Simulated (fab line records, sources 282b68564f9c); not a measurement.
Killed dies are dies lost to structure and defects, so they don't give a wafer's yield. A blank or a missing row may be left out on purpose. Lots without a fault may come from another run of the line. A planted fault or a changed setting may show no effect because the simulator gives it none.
fab line records | flow rit_cmos
record lots=5 wafers=15 last_day=7
route steps=202 shown NWELL@35 PWELL@39 WELLDRIVE@50 NRETRO@53 PRETRO@64 GATE@75
lots that met no fault: from a run of the same line without faults
start_h: hours from the record's first day to the start of the lot's first wafer shown | wait_h: hours since the lot's step before | " the same as in the row above | L1.1+2: a row that stands for several wafers | - no value, or no start given | * or withheld: withheld | < > ~ a bound
route shown NAME@n: a module of which the file shows steps, and the number in the route of the first | usual: mean/standard deviation of fault-free wafers | same: alike in all rows | chamber/n: place in a boat | sites: the reading at each site | _std_site: their standard deviation | _edge_site: outer sites' mean less inner sites' | radius_mm: how far each site lies from the wafer's centre | mask NAME#n: copy n | behind: the tool/chamber that last shaped the wafer | hold: why the lot was held/for how many hours/how that ended | device: the transistor (n, p or np) that didn't switch | end of line: the same wafers' tests at the end of the route | a step without rows: its recipe alone | killed: dies lost to structure and defects at the first sort, not the wafer's yield | map: a wafer's dies, x killed, . not, _ none there
set.NAME: the setting as run; set.NAME@STEP: as run at that earlier step | model.NAME: the simulator's own value behind a step, which no gauge read
lots at some steps of the route; a table a step, a row a wafer
services: from which hour (start_h, from the record's first day; less than 0 if before it) a tool's chamber was out of use, for how many hours, and why
## steps
# step RIT_NWELL_HARDBAKE_07
# recipe resist=NOVOLAK temp_c=140 time_s=120
# usual heater_power_total_W=52.03/0.061
# columns lot.wafer tool chamber start_h wait_h heater_power_total_W
L076.2 litho_track-01 0 30.56 0.1 52.09
L076.4 " 0 " " 51.97
L076.6 " 0 " " 52.00
L081.4 litho_track-03 0 55.34 0.1 51.93
L081.5 " 0 " " 51.99
L081.6 " 0 " " 52.05
L089.1 litho_track-03 0 95.29 0.0 52.09
L089.2 " 0 " " 51.98
L089.6 " 0 " " 51.97
L093.3 litho_track-03 0 115.53 0.2 52.11
L093.5 " 0 " " 52.08
L093.6 " 0 " " 51.99
L096.2 litho_track-03 0 130.26 0.1 52.02
L096.3 " 0 " " 52.06
L096.5 " 0 " " 52.15
# step RIT_NWELL_IMPLANT_08
# recipe species=P energy_kev=170 dose_cm2=5e+13 tilt_deg=7
# columns lot.wafer tool chamber start_h wait_h
L076.2+4+6 implanter-02 0 30.80 0.2
L081.4+5+6 implanter-02 0 55.54 0.2
L089.1+2+6 implanter-03 0 95.54 0.2
L093.3+5+6 implanter-03 0 115.74 0.2
L096.2+3+5 implanter-03 0 130.49 0.2
# step RIT_NWELL_STRIP_09
# recipe chemistry=O2 time_s=180 resist=NOVOLAK platen_temp_c=withheld power_w=500 pressure_mtorr=4000 o2_flow_sccm=4000
# usual chamber_pressure_mTorr=3999/3.6 drypump_motor_current_A=5.9/0.46 o2_flow_sccm=4000/11
# columns lot.wafer tool chamber start_h wait_h chamber_pressure_mTorr drypump_motor_current_A o2_flow_sccm rf_hours_counter_h
L076.2 plasma_asher-02 0 30.92 0.1 3998 6.2 4009 42
L076.4 " 0 " " 4008 6.2 3985 -
L076.6 " 1 " " 3998 5.1 3999 -
L081.4 plasma_asher-03 0 55.68 0.1 3999 6.7 4007 -
L081.5 " 1 " " 3996 5.7 3998 -
L081.6 " 0 " " 3999 6.7 4014 -
L089.1 plasma_asher-02 1 95.69 0.1 3996 5.1 4005 49
L089.2 " 0 " " 3998 6.2 3991 49
L089.6 " 1 " " 4001 5.1 4010 -
L093.3 plasma_asher-02 0 115.90 0.1 4006 6.2 4006 -
L093.5 " 1 " " 3989 5.1 4006 -
L093.6 " 0 " " 3998 6.2 4011 -
L096.2 plasma_asher-04 0 130.62 0.1 3991 5.9 4001 1
L096.3 " 0 " " 4003 5.9 3997 -
L096.5 " 0 " " 3997 5.9 4002 -
# step RIT_NWELL_TW_MEAS_10
# usual NWELL_TW=2156/30
# columns lot.wafer tool chamber start_h wait_h NWELL_TW
L076.2 film_metro-02 - 31.11 0.1 2191
L076.4 " - " " 2192
L076.6 " - " " 2185
L081.4 film_metro-03 - 55.82 0.1 2136
L081.5 " - " " 2155
L081.6 " - " " 2152
L089.1 film_metro-03 - 95.87 0.1 2159
L089.2 " - " " 2167
L089.6 " - " " 2169
L093.3 film_metro-02 - 116.04 0.1 2193
L093.5 " - " " 2200
L093.6 " - " " 2194
L096.2 film_metro-03 - 130.80 0.1 2162
L096.3 " - " " 2161
L096.5 " - " " 2154
# step RIT_PWELL_HMDS_00
# recipe prime_time_s=60 prime_temp_c=140
# columns lot.wafer tool chamber start_h wait_h
L076.2+4+6 litho_track-04 0 31.18 0.1
L081.4+5+6 litho_track-01 0 55.93 0.1
L089.1+2+6 litho_track-01 0 95.93 0.1
L093.3+5+6 litho_track-04 0 116.13 0.1
L096.2+3+5 litho_track-04 0 130.88 0.1
# step RIT_PWELL_COAT_01
# recipe resist=NOVOLAK spin_rpm=2000 resist_thk_nm=1300
# columns lot.wafer tool chamber start_h wait_h
L076.2+4+6 litho_track-04 0 31.33 0.1
L081.4+5+6 litho_track-01 0 56.08 0.1
L089.1+2+6 litho_track-01 0 96.08 0.1
L093.3+5+6 litho_track-04 0 116.28 0.1
L096.2+3+5 litho_track-04 0 131.03 0.1
# step RIT_PWELL_SOFTBAKE_02
# recipe resist=NOVOLAK temp_c=90 time_s=60
# usual heater_power_total_W=34.56/0.051
# columns lot.wafer tool chamber start_h wait_h heater_power_total_W
L076.2 litho_track-04 0 31.48 0.1 34.53
L076.4 " 0 " " 34.50
L076.6 " 0 " " 34.67
L081.4 litho_track-01 0 56.23 0.1 34.53
L081.5 " 0 " " 34.67
L081.6 " 0 " " 34.61
L089.1 litho_track-01 0 96.23 0.1 34.60
L089.2 " 0 " " 34.45
L089.6 " 0 " " 34.44
L093.3 litho_track-04 0 116.43 0.1 34.51
L093.5 " 0 " " 34.52
L093.6 " 0 " " 34.56
L096.2 litho_track-04 0 131.18 0.1 34.55
L096.3 " 0 " " 34.54
L096.5 " 0 " " 34.45
# step RIT_PWELL_EXPOSE_03
# recipe mask_id=M3 na=0.57 target_cd_nm=43700 dose_mj=250
# columns lot.wafer tool chamber start_h wait_h mask
L076.2+4+6 iline_stepper-01 0 31.63 0.1 M3#0
L081.4+5+6 iline_stepper-01 0 56.49 0.2 M3#0
L089.1+2+6 iline_stepper-02 0 96.38 0.1 M3#0
L093.3+5+6 iline_stepper-01 0 116.57 0.1 M3#0
L096.2+3+5 iline_stepper-01 0 131.45 0.2 M3#0
# step RIT_PWELL_PEB_04
# recipe resist=NOVOLAK temp_c=withheld time_s=withheld
# columns lot.wafer tool chamber start_h wait_h
L076.2+4+6 litho_track-02 0 31.94 0.3
L081.4+5+6 litho_track-02 0 56.62 0.1
L089.1+2+6 litho_track-02 0 96.49 0.1
L093.3+5+6 litho_track-01 0 116.69 0.1
L096.2+3+5 litho_track-01 0 131.57 0.1
# step RIT_PWELL_DEVELOP_05
# recipe resist=NOVOLAK develop_time_s=68 dev_temp_c=23
# columns lot.wafer tool chamber start_h wait_h
L076.2+4+6 litho_track-02 0 - -
L081.4+5+6 litho_track-02 0 - -
L089.1+2+6 litho_track-02 0 - -
L093.3+5+6 litho_track-01 0 - -
L096.2+3+5 litho_track-01 0 - -
# step RIT_PWELL_OVL_MEAS_06
# usual PWELL_OVL=-0.7/1.5
# columns lot.wafer tool chamber start_h wait_h PWELL_OVL[nm]
L076.2 overlay-02 - 32.23 - -1.6
L076.4 " - " " -0.9
L076.6 " - " " -1.5
L081.4 overlay-02 - 56.88 - -0.9
L081.5 " - " " 0.2
L081.6 " - " " -1.1
L089.1 overlay-02 - 96.81 - 1.5
L089.2 " - " " 0.2
L089.6 " - " " -0.8
L093.3 overlay-01 - 116.97 - -0.6
L093.5 " - " " 0.0
L093.6 " - " " -0.2
L096.2 overlay-01 - 131.87 - -2.6
L096.3 " - " " -4.8
L096.5 " - " " -4.3
# step RIT_PWELL_HARDBAKE_07
# recipe resist=NOVOLAK temp_c=140 time_s=120
# usual heater_power_total_W=52.02/0.06
# columns lot.wafer tool chamber start_h wait_h heater_power_total_W
L076.2 litho_track-02 0 32.30 0.1 51.98
L076.4 " 0 " " 51.92
L076.6 " 0 " " 52.05
L081.4 litho_track-02 0 57.02 0.1 51.98
L081.5 " 0 " " 52.02
L081.6 " 0 " " 52.05
L089.1 litho_track-01 0 96.84 0.0 52.00
L089.2 " 0 " " 52.14
L089.6 " 0 " " 52.11
L093.3 litho_track-02 0 117.08 0.1 52.04
L093.5 " 0 " " 52.02
L093.6 " 0 " " 52.11
L096.2 litho_track-02 0 131.94 0.1 52.07
L096.3 " 0 " " 52.00
L096.5 " 0 " " 52.00
# step RIT_PWELL_IMPLANT_08
# recipe species=B energy_kev=170 dose_cm2=7e+13 tilt_deg=7
# columns lot.wafer tool chamber start_h wait_h
L076.2+4+6 implanter-02 0 32.53 0.2
L081.4+5+6 implanter-03 0 57.22 0.2
L089.1+2+6 implanter-03 0 97.09 0.2
L093.3+5+6 implanter-03 0 117.29 0.2
L096.2+3+5 implanter-04 0 132.17 0.2
# step RIT_PWELL_STRIP_09
# recipe chemistry=O2 time_s=180 resist=NOVOLAK platen_temp_c=withheld power_w=500 pressure_mtorr=4000 o2_flow_sccm=4000
# usual chamber_pressure_mTorr=4000/4.5 drypump_motor_current_A=5.8/0.57 o2_flow_sccm=3999/11
# columns lot.wafer tool chamber start_h wait_h chamber_pressure_mTorr drypump_motor_current_A o2_flow_sccm rf_hours_counter_h
L076.2 plasma_asher-03 1 32.66 0.1 4000 5.7 4009 41
L076.4 " 1 " " 4005 5.7 4010 -
L076.6 " 0 " " 4001 6.7 4004 -
L081.4 plasma_asher-04 1 57.35 0.1 4008 5.7 4006 -
L081.5 " 0 " " 4005 5.9 3987 -
L081.6 " 1 " " 3997 5.7 4013 -
L089.1 plasma_asher-03 0 97.24 0.1 4005 6.7 3993 48
L089.2 " 1 " " 3999 5.7 3986 48
L089.6 " 0 " " 4003 6.7 4004 -
L093.3 plasma_asher-03 0 117.45 0.1 3996 6.7 4012 -
L093.5 " 1 " " 4001 5.7 4020 -
L093.6 " 0 " " 3999 6.7 3992 -
L096.2 plasma_asher-01 1 132.30 0.1 4000 5.2 4002 26
L096.3 " 0 " " 3996 5.2 4008 -
L096.5 " 1 " " 3999 5.2 4012 -
# step RIT_PWELL_TW_MEAS_10
# usual PWELL_TW=962/14
# columns lot.wafer tool chamber start_h wait_h PWELL_TW
L076.2 film_metro-02 - 32.84 0.1 975
L076.4 " - " " 976
L076.6 " - " " 974
L081.4 film_metro-02 - 57.50 0.1 971
L081.5 " - " " 970
L081.6 " - " " 973
L089.1 film_metro-02 - 97.42 0.1 975
L089.2 " - " " 982
L089.6 " - " " 978
L093.3 film_metro-03 - 117.59 0.1 957
L093.5 " - " " 958
L093.6 " - " " 961
L096.2 film_metro-02 - 132.48 0.1 981
L096.3 " - " " 980
L096.5 " - " " 979
# step RIT_WELLDRIVE_ANNEAL_00
# recipe temp_c=1100 time_s=14700 ambient=N2
# columns lot.wafer tool chamber start_h wait_h
L076.2+4+6 furnace-04 0 33.49 0.6
L081.4+5+6 furnace-04 0 57.76 0.3
L089.1+2+6 furnace-04 0 97.48 0.1
L093.3+5+6 furnace-04 0 118.39 0.8
L096.2+3+5 furnace-03 0 133.45 1.0
# step RIT_WELLDRIVE_RS_MEAS_01
# recipe thk_meas_gauge=four-point-probe
# usual NWELL_RS=275.4/0.76
# columns lot.wafer tool chamber start_h wait_h NWELL_RS[ohm/sq]
L076.2 film_metro-04 - 38.59 0.0 276.4
L076.4 " - " " 275.4
L076.6 " - " " 275.3
L081.4 film_metro-04 - 62.91 0.1 275.0
L081.5 " - " " 275.3
L081.6 " - " " 275.1
L089.1 film_metro-04 - 102.56 0.0 275.2
L089.2 " - " " 276.3
L089.6 " - " " 276.2
L093.3 film_metro-02 - 123.51 0.0 274.8
L093.5 " - " " 275.2
L093.6 " - " " 275.6
L096.2 film_metro-02 - 138.55 0.0 274.7
L096.3 " - " " 275.6
L096.5 " - " " 274.9
# step RIT_WELLDRIVE_RS_MEAS_02
# recipe thk_meas_gauge=four-point-probe
# usual PWELL_RS=429.5/1.2
# columns lot.wafer tool chamber start_h wait_h PWELL_RS[ohm/sq]
L076.2 film_metro-04 - 38.71 0.1 430.4
L076.4 " - " " 430.0
L076.6 " - " " 430.3
L081.4 film_metro-04 - 63.03 0.1 430.4
L081.5 " - " " 431.5
L081.6 " - " " 430.1
L089.1 film_metro-04 - 102.68 0.1 427.6
L089.2 " - " " 427.5
L089.6 " - " " 427.2
L093.3 film_metro-02 - 123.63 0.1 431.6
L093.5 " - " " 431.0
L093.6 " - " " 431.3
L096.2 film_metro-02 - 138.67 0.1 428.0
L096.3 " - " " 427.7
L096.5 " - " " 427.3
# step RIT_NRETRO_HMDS_00
# recipe prime_time_s=60 prime_temp_c=140
# columns lot.wafer tool chamber start_h wait_h
L076.2+4+6 litho_track-04 0 38.93 0.2
L081.4+5+6 litho_track-04 0 63.16 0.1
L089.1+2+6 litho_track-03 0 102.80 0.1
L093.3+5+6 litho_track-04 0 123.76 0.1
L096.2+3+5 litho_track-04 0 138.79 0.1
# step RIT_NRETRO_COAT_01
# recipe resist=NOVOLAK spin_rpm=2000 resist_thk_nm=1300
# columns lot.wafer tool chamber start_h wait_h
L076.2+4+6 litho_track-04 0 39.08 0.1
L081.4+5+6 litho_track-04 0 63.31 0.1
L089.1+2+6 litho_track-03 0 102.95 0.1
L093.3+5+6 litho_track-04 0 123.91 0.1
L096.2+3+5 litho_track-04 0 138.94 0.1
# step RIT_NRETRO_SOFTBAKE_02
# recipe resist=NOVOLAK temp_c=90 time_s=60
# usual heater_power_total_W=34.57/0.051
# columns lot.wafer tool chamber start_h wait_h heater_power_total_W
L076.2 litho_track-04 0 39.23 0.1 34.53
L076.4 " 0 " " 34.60
L076.6 " 0 " " 34.52
L081.4 litho_track-04 0 63.46 0.1 34.54
L081.5 " 0 " " 34.51
L081.6 " 0 " " 34.56
L089.1 litho_track-03 0 103.10 0.1 34.62
L089.2 " 0 " " 34.57
L089.6 " 0 " " 34.52
L093.3 litho_track-04 0 124.06 0.1 34.61
L093.5 " 0 " " 34.57
L093.6 " 0 " " 34.59
L096.2 litho_track-04 0 139.09 0.1 34.56
L096.3 " 0 " " 34.56
L096.5 " 0 " " 34.58
# step RIT_NRETRO_EXPOSE_03
# recipe mask_id=M4 na=0.57 target_cd_nm=43900 dose_mj=250
# columns lot.wafer tool chamber start_h wait_h mask
L076.2+4+6 iline_stepper-01 0 39.37 0.1 M4#0
L081.4+5+6 iline_stepper-01 0 63.59 0.1 M4#0
L089.1+2+6 iline_stepper-01 0 103.38 0.2 M4#0
L093.3+5+6 iline_stepper-02 0 124.32 0.2 M4#0
L096.2+3+5 iline_stepper-01 0 139.36 0.2 M4#0
# step RIT_NRETRO_PEB_04
# recipe resist=NOVOLAK temp_c=withheld time_s=withheld
# columns lot.wafer tool chamber start_h wait_h
L076.2+4+6 litho_track-01 0 39.49 0.1
L081.4+5+6 litho_track-01 0 63.73 0.1
L089.1+2+6 litho_track-03 0 103.49 0.1
L093.3+5+6 litho_track-04 0 124.45 0.1
L096.2+3+5 litho_track-03 0 139.49 0.1
# step RIT_NRETRO_DEVELOP_05
# recipe resist=NOVOLAK develop_time_s=68 dev_temp_c=23
# columns lot.wafer tool chamber start_h wait_h
L076.2+4+6 litho_track-01 0 - -
L081.4+5+6 litho_track-01 0 - -
L089.1+2+6 litho_track-03 0 - -
L093.3+5+6 litho_track-04 0 - -
L096.2+3+5 litho_track-03 0 - -
# step RIT_NRETRO_OVL_MEAS_06
# usual NRETRO_OVL=0.6/1.2
# columns lot.wafer tool chamber start_h wait_h NRETRO_OVL[nm]
L076.2 overlay-01 - 39.79 - 0.0
L076.4 " - " " 1.3
L076.6 " - " " 2.6
L081.4 overlay-01 - 63.98 - 1.3
L081.5 " - " " -1.2
L081.6 " - " " -0.2
L089.1 overlay-01 - 103.81 - 0.9
L089.2 " - " " 1.7
L089.6 " - " " 1.6
L093.3 overlay-02 - 124.73 - -1.2
L093.5 " - " " -1.0
L093.6 " - " " 0.4
L096.2 overlay-01 - 139.78 - -1.2
L096.3 " - " " 0.0
L096.5 " - " " 1.0
# step RIT_NRETRO_HARDBAKE_07
# recipe resist=NOVOLAK temp_c=140 time_s=120
# usual heater_power_total_W=52.02/0.064
# columns lot.wafer tool chamber start_h wait_h heater_power_total_W
L076.2 litho_track-03 0 39.86 0.1 52.11
L076.4 " 0 " " 52.04
L076.6 " 0 " " 52.10
L081.4 litho_track-04 0 64.13 0.1 51.91
L081.5 " 0 " " 52.08
L081.6 " 0 " " 51.97
L089.1 litho_track-01 0 103.84 0.0 52.11
L089.2 " 0 " " 51.96
L089.6 " 0 " " 51.98
L093.3 litho_track-01 0 124.84 0.1 52.05
L093.5 " 0 " " 52.05
L093.6 " 0 " " 52.02
L096.2 litho_track-04 0 139.85 0.1 52.01
L096.3 " 0 " " 52.14
L096.5 " 0 " " 51.94
# step RIT_NRETRO_IMPLANT_08
# recipe species=P energy_kev=70 dose_cm2=1e+13 tilt_deg=7
# columns lot.wafer tool chamber start_h wait_h
L076.2+4+6 implanter-04 0 40.09 0.2
L081.4+5+6 implanter-02 0 64.40 0.2
L089.1+2+6 implanter-02 0 104.09 0.2
L093.3+5+6 implanter-02 0 125.05 0.2
L096.2+3+5 implanter-02 0 140.09 0.2
# step RIT_NRETRO_STRIP_09
# recipe chemistry=O2 time_s=180 resist=NOVOLAK platen_temp_c=withheld power_w=500 pressure_mtorr=4000 o2_flow_sccm=4000
# usual chamber_pressure_mTorr=4000/3.6 drypump_motor_current_A=5.5/0.39 o2_flow_sccm=3999/12
# columns lot.wafer tool chamber start_h wait_h chamber_pressure_mTorr drypump_motor_current_A o2_flow_sccm rf_hours_counter_h
L076.2 plasma_asher-04 1 40.22 0.1 3995 5.7 4001 41
L076.4 " 1 " " 4001 5.7 4009 -
L076.6 " 1 " " 4014 5.7 3980 -
L081.4 plasma_asher-02 0 64.61 0.2 3998 6.2 3983 -
L081.5 " 0 " " 4005 6.2 4002 -
L081.6 " 1 " " 4000 5.2 4010 -
L089.1 plasma_asher-01 1 104.24 0.1 3994 5.2 4019 23
L089.2 " 0 " " 3997 5.2 4001 23
L089.6 " 0 " " 3998 5.2 3991 -
L093.3 plasma_asher-01 0 125.21 0.1 3996 5.2 3984 -
L093.5 " 1 " " 3998 5.2 4005 -
L093.6 " 0 " " 3999 5.2 3996 -
L096.2 plasma_asher-04 0 140.21 0.1 4005 5.8 3998 2
L096.3 " 1 " " 3999 5.7 4004 -
L096.5 " 0 " " 3998 5.8 4014 -
# step RIT_NRETRO_TW_MEAS_10
# usual NRETRO_TW=1051/8.7
# columns lot.wafer tool chamber start_h wait_h NRETRO_TW
L076.2 film_metro-01 - 40.40 0.1 1053
L076.4 " - " " 1054
L076.6 " - " " 1054
L081.4 film_metro-04 - 64.76 0.1 1044
L081.5 " - " " 1048
L081.6 " - " " 1044
L089.1 film_metro-03 - 104.46 0.2 1068
L089.2 " - " " 1066
L089.6 " - " " 1063
L093.3 film_metro-04 - 125.35 0.1 1043
L093.5 " - " " 1043
L093.6 " - " " 1041
L096.2 film_metro-01 - 140.40 0.1 1070
L096.3 " - " " 1063
L096.5 " - " " 1065
# step RIT_PRETRO_HMDS_00
# recipe prime_time_s=60 prime_temp_c=140
# columns lot.wafer tool chamber start_h wait_h
L076.2+4+6 litho_track-03 0 40.48 0.1
L081.4+5+6 litho_track-04 0 64.86 0.1
L089.1+2+6 litho_track-04 0 104.52 0.1
L093.3+5+6 litho_track-04 0 125.44 0.1
L096.2+3+5 litho_track-04 0 140.47 0.1
# step RIT_PRETRO_COAT_01
# recipe resist=NOVOLAK spin_rpm=2000 resist_thk_nm=1300
# columns lot.wafer tool chamber start_h wait_h
L076.2+4+6 litho_track-03 0 40.63 0.1
L081.4+5+6 litho_track-04 0 65.01 0.1
L089.1+2+6 litho_track-04 0 104.67 0.1
L093.3+5+6 litho_track-04 0 125.59 0.1
L096.2+3+5 litho_track-04 0 140.62 0.1
# step RIT_PRETRO_SOFTBAKE_02
# recipe resist=NOVOLAK temp_c=90 time_s=60
# usual heater_power_total_W=34.57/0.052
# columns lot.wafer tool chamber start_h wait_h heater_power_total_W
L076.2 litho_track-03 0 40.78 0.1 34.60
L076.4 " 0 " " 34.52
L076.6 " 0 " " 34.51
L081.4 litho_track-04 0 65.16 0.1 34.57
L081.5 " 0 " " 34.68
L081.6 " 0 " " 34.58
L089.1 litho_track-04 0 104.82 0.1 34.57
L089.2 " 0 " " 34.62
L089.6 " 0 " " 34.53
L093.3 litho_track-04 0 125.74 0.1 34.59
L093.5 " 0 " " 34.58
L093.6 " 0 " " 34.53
L096.2 litho_track-04 0 140.77 0.1 34.59
L096.3 " 0 " " 34.62
L096.5 " 0 " " 34.56
# step RIT_PRETRO_EXPOSE_03
# recipe mask_id=M5 na=0.57 target_cd_nm=43700 dose_mj=250
# columns lot.wafer tool chamber start_h wait_h mask
L076.2+4+6 iline_stepper-02 0 40.92 0.1 M5#0
L081.4+5+6 iline_stepper-01 0 65.30 0.1 M5#0
L089.1+2+6 iline_stepper-01 0 104.97 0.1 M5#0
L093.3+5+6 iline_stepper-01 0 125.88 0.1 M5#0
L096.2+3+5 iline_stepper-02 0 141.04 0.2 M5#0
# step RIT_PRETRO_PEB_04
# recipe resist=NOVOLAK temp_c=withheld time_s=withheld
# columns lot.wafer tool chamber start_h wait_h
L076.2+4+6 litho_track-03 0 41.05 0.1
L081.4+5+6 litho_track-04 0 65.43 0.1
L089.1+2+6 litho_track-03 0 105.08 0.1
L093.3+5+6 litho_track-04 0 126.00 0.1
L096.2+3+5 litho_track-03 0 141.16 0.1
# step RIT_PRETRO_DEVELOP_05
# recipe resist=NOVOLAK develop_time_s=68 dev_temp_c=23
# columns lot.wafer tool chamber start_h wait_h
L076.2+4+6 litho_track-03 0 - -
L081.4+5+6 litho_track-04 0 - -
L089.1+2+6 litho_track-03 0 - -
L093.3+5+6 litho_track-04 0 - -
L096.2+3+5 litho_track-03 0 - -
# step RIT_PRETRO_OVL_MEAS_06
# usual PRETRO_OVL=1.1/1.1
# columns lot.wafer tool chamber start_h wait_h PRETRO_OVL[nm]
L076.2 overlay-02 - 41.34 - 0.8
L076.4 " - " " 0.2
L076.6 " - " " 0.8
L081.4 overlay-01 - 65.68 - 2.8
L081.5 " - " " 3.6
L081.6 " - " " 2.3
L089.1 overlay-02 - 105.40 - 1.4
L089.2 " - " " 2.0
L089.6 " - " " 1.4
L093.3 overlay-02 - 126.28 - 1.7
L093.5 " - " " 0.5
L093.6 " - " " 1.9
L096.2 overlay-02 - 141.46 - 0.3
L096.3 " - " " 1.0
L096.5 " - " " 3.8
# step RIT_PRETRO_HARDBAKE_07
# recipe resist=NOVOLAK temp_c=140 time_s=120
# usual heater_power_total_W=52.02/0.068
# columns lot.wafer tool chamber start_h wait_h heater_power_total_W
L076.2 litho_track-02 0 41.41 0.1 52.04
L076.4 " 0 " " 51.98
L076.6 " 0 " " 52.02
L081.4 litho_track-03 0 65.83 0.1 52.03
L081.5 " 0 " " 52.04
L081.6 " 0 " " 51.94
L089.1 litho_track-04 0 105.43 0.0 52.06
L089.2 " 0 " " 52.05
L089.6 " 0 " " 52.03
L093.3 litho_track-04 0 126.39 0.1 51.91
L093.5 " 0 " " 52.08
L093.6 " 0 " " 52.03
L096.2 litho_track-04 0 141.53 0.1 51.98
L096.3 " 0 " " 52.02
L096.5 " 0 " " 51.96
# step RIT_PRETRO_IMPLANT_08
# recipe species=B energy_kev=45 dose_cm2=1.2e+13 tilt_deg=7
# columns lot.wafer tool chamber start_h wait_h
L076.2+4+6 implanter-01 0 41.64 0.2
L081.4+5+6 implanter-04 0 66.03 0.2
L089.1+2+6 implanter-03 0 105.68 0.2
L093.3+5+6 implanter-01 0 126.60 0.2
L096.2+3+5 implanter-03 0 141.76 0.2
# step RIT_PRETRO_STRIP_09
# recipe chemistry=O2 time_s=180 resist=NOVOLAK platen_temp_c=withheld power_w=500 pressure_mtorr=4000 o2_flow_sccm=4000
# usual chamber_pressure_mTorr=4000/3.8 drypump_motor_current_A=5.5/0.51 o2_flow_sccm=4001/13
# columns lot.wafer tool chamber start_h wait_h chamber_pressure_mTorr drypump_motor_current_A o2_flow_sccm rf_hours_counter_h
L076.2 plasma_asher-01 1 41.77 0.1 3996 5.2 4008 16
L076.4 " 0 " " 3998 5.2 3998 -
L076.6 " 0 " " 4000 5.2 4016 -
L081.4 plasma_asher-02 0 66.16 0.1 4002 6.2 4006 -
L081.5 " 0 " " 4002 6.2 4013 -
L081.6 " 1 " " 3998 5.1 4023 -
L089.1 plasma_asher-01 0 105.83 0.1 4000 5.2 3988 23
L089.2 " 1 " " 3997 5.2 3980 23
L089.6 " 0 " " 4004 5.2 4003 -
L093.3 plasma_asher-02 1 126.76 0.1 4002 5.1 4019 -
L093.5 " 0 " " 4000 6.1 4004 -
L093.6 " 1 " " 4003 5.1 4004 -
L096.2 plasma_asher-01 0 141.89 0.1 3998 5.2 4004 27
L096.3 " 0 " " 3994 5.2 3994 -
L096.5 " 0 " " 3997 5.2 4003 -
# step RIT_PRETRO_TW_MEAS_10
# usual PRETRO_TW=479/7.2
# columns lot.wafer tool chamber start_h wait_h PRETRO_TW
L076.2 film_metro-02 - 41.95 0.1 486
L076.4 " - " " 485
L076.6 " - " " 487
L081.4 film_metro-01 - 66.31 0.1 479
L081.5 " - " " 476
L081.6 " - " " 475
L089.1 film_metro-04 - 106.01 0.1 468
L089.2 " - " " 469
L089.6 " - " " 471
L093.3 film_metro-02 - 126.90 0.1 487
L093.5 " - " " 487
L093.6 " - " " 487
L096.2 film_metro-02 - 142.07 0.1 488
L096.3 " - " " 488
L096.5 " - " " 491
# step RIT_GATE_WET_ETCH_00
# recipe chemistry=BOE target=SiO2 target_depth_nm=56 time_s=60 dry=n2_spin dilution=10:1 temp_c=21.5
# usual bath_heat_duty_pct=1.7/0.39
# columns lot.wafer tool chamber start_h wait_h bath_heat_duty_pct
L076.2 wet_bench-03 0 42.00 0.0 1.2
L076.4 " 0 " " 2.0
L076.6 " 0 " " 1.2
L081.4 wet_bench-01 3 66.34 0.0 1.8
L081.5 " 3 " " 2.3
L081.6 " 3 " " 1.6
L089.1 wet_bench-04 2 106.07 0.1 1.9
L089.2 " 2 " " 1.9
L089.6 " 2 " " 2.0
L093.3 wet_bench-04 3 126.94 0.0 1.6
L093.5 " 3 " " 1.7
L093.6 " 3 " " 0.9
L096.2 wet_bench-01 0 142.12 0.0 1.9
L096.3 " 0 " " 1.9
L096.5 " 0 " " 2.3
# step RIT_GATE_CLEAN_01
# recipe chemistry=SC1 mix=3:3:50 time_s=600 temp_c=75
# usual bath_heat_duty_pct=15.6/1.4
# columns lot.wafer tool chamber start_h wait_h bath_heat_duty_pct
L076.2 wet_bench-01 3 42.03 0.0 17.7
L076.4 " 3 " " 17.5
L076.6 " 3 " " 15.2
L081.4 wet_bench-04 2 66.37 0.0 16.2
L081.5 " 2 " " 15.8
L081.6 " 2 " " 16.1
L089.1 wet_bench-03 1 106.09 0.0 16.0
L089.2 " 1 " " 14.0
L089.6 " 1 " " 15.1
L093.3 wet_bench-03 2 126.96 0.0 17.3
L093.5 " 2 " " 15.1
L093.6 " 2 " " 16.8
L096.2 wet_bench-03 3 142.15 0.0 14.8
L096.3 " 3 " " 13.0
L096.5 " 3 " " 13.9
# step RIT_GATE_CLEAN_02
# recipe chemistry=dHF dilution=50:1 time_s=30
# columns lot.wafer tool chamber start_h wait_h
L076.2+4+6 wet_bench-03 1 42.20 0.0
L081.4+5+6 wet_bench-03 0 66.54 0.0
L089.1+2+6 wet_bench-01 1 106.27 0.0
L093.3+5+6 wet_bench-04 3 127.14 0.0
L096.2+3+5 wet_bench-04 0 142.32 0.0
# step RIT_GATE_CLEAN_03
# recipe chemistry=SC2 mix=3:3:50 time_s=600 temp_c=75 dry=n2_spin
# usual bath_heat_duty_pct=15.2/1.4
# columns lot.wafer tool chamber start_h wait_h bath_heat_duty_pct
L076.2 wet_bench-04 0 42.22 0.0 14.4
L076.4 " 0 " " 14.9
L076.6 " 0 " " 14.7
L081.4 wet_bench-01 0 66.56 0.0 14.6
L081.5 " 0 " " 15.3
L081.6 " 0 " " 16.4
L089.1 wet_bench-04 1 106.28 0.0 16.7
L089.2 " 1 " " 17.8
L089.6 " 1 " " 16.3
L093.3 wet_bench-01 1 127.15 0.0 16.9
L093.5 " 1 " " 18.3
L093.6 " 1 " " 18.2
L096.2 wet_bench-01 0 142.36 0.0 13.6
L096.3 " 0 " " 16.1
L096.5 " 0 " " 16.5
# step RIT_GATE_CLEAN_04
# recipe chemistry=dHF dilution=50:1 time_s=60 dry=n2_spin
# columns lot.wafer tool chamber start_h wait_h
L076.2+4+6 wet_bench-03 0 42.40 0.0
L081.4+5+6 wet_bench-04 0 66.75 0.0
L089.1+2+6 wet_bench-03 0 106.46 0.0
L093.3+5+6 wet_bench-03 2 127.33 0.0
L096.2+3+5 wet_bench-03 1 142.55 0.0
## services
# columns tool chamber start_h hours kind
iline_stepper-02 - 9.91 2.1 pm
iline_stepper-02 - 11.99 - consumable_replace:lamp
implanter-01 - 13.93 6.3 pm
iline_stepper-02 0 20.19 - calibration
implanter-03 - 23.31 1.1 repair
furnace-03 - 23.36 2.7 pm
implanter-02 - 26.43 3.8 repair
implanter-01 - 43.62 3.7 pm
furnace-04 - 53.00 3.2 pm
implanter-02 - 57.03 3.3 repair
implanter-03 - 58.39 4.1 pm
implanter-04 - 74.82 4.0 repair
plasma_asher-04 - 108.75 9.0 pm
plasma_asher-04 0 108.75 9.0 vent_cycle
plasma_asher-04 1 108.75 9.0 vent_cycle
implanter-04 - 114.80 5.0 repair
plasma_asher-04 0 117.75 - clean
plasma_asher-04 1 117.75 - clean
iline_stepper-02 - 121.21 1.4 repair
plasma_asher-03 - 132.28 2.8 pm
plasma_asher-01 - 137.26 4.1 repair
implanter-02 - 141.49 2.8 repair
## key
fault none
